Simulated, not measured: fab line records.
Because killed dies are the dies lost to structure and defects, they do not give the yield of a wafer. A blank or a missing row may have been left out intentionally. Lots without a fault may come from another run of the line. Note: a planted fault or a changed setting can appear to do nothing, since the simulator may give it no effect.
Matching of chambers -- flow berkeleyCmos170 -- 4 sister chambers for UCB170_CONTACT_ETCH_17 on rieDiel-01
The step etches BARC in N2/H2. 4 wafers are shown with their chamber, then 7 later ones without.

## EACH WAFER AND ITS CHAMBER
wafer,chamber,drypumpMotorCurrentA (A)
L084.3,2,6.44
L084.4,3,5.00
L084.6,1,5.58
L094.4,0,6.01

## WAFERS WHOSE CHAMBER IS MISSING
wafer,drypumpMotorCurrentA (A)
L094.6,5.58
L093.1,6.42
L093.2,5.55
L093.5,6.42
L095.1,6.02
L095.2,6.43
L095.3,5.58

## CHAMBER TAKEN BY EACH
wafer,from the rows above,in truth
L094.6,1,1
L093.1,2,2
L093.2,1,1
L093.5,2,2
L095.1,0,0
L095.2,2,2
L095.3,1,1
Correct placement for 7 of the 7. Left unplaced by these rows: 0. 0 placed wrongly.
How it was worked out, from the rows above alone: a wafer's distance from a chamber is the root of the sum, over the readings, of the square of ((its reading less the chamber's mean) divided by the reading's scatter). If the next closest chamber is less than 2 further off than the closest, the wafer can't be placed; otherwise it belongs to the closest. For every chamber, the mean is computed from those of its wafers that are shown. The scatter: root of mean squared gap, hidden wafer to nearest shown wafer, with one shown wafer a chamber.
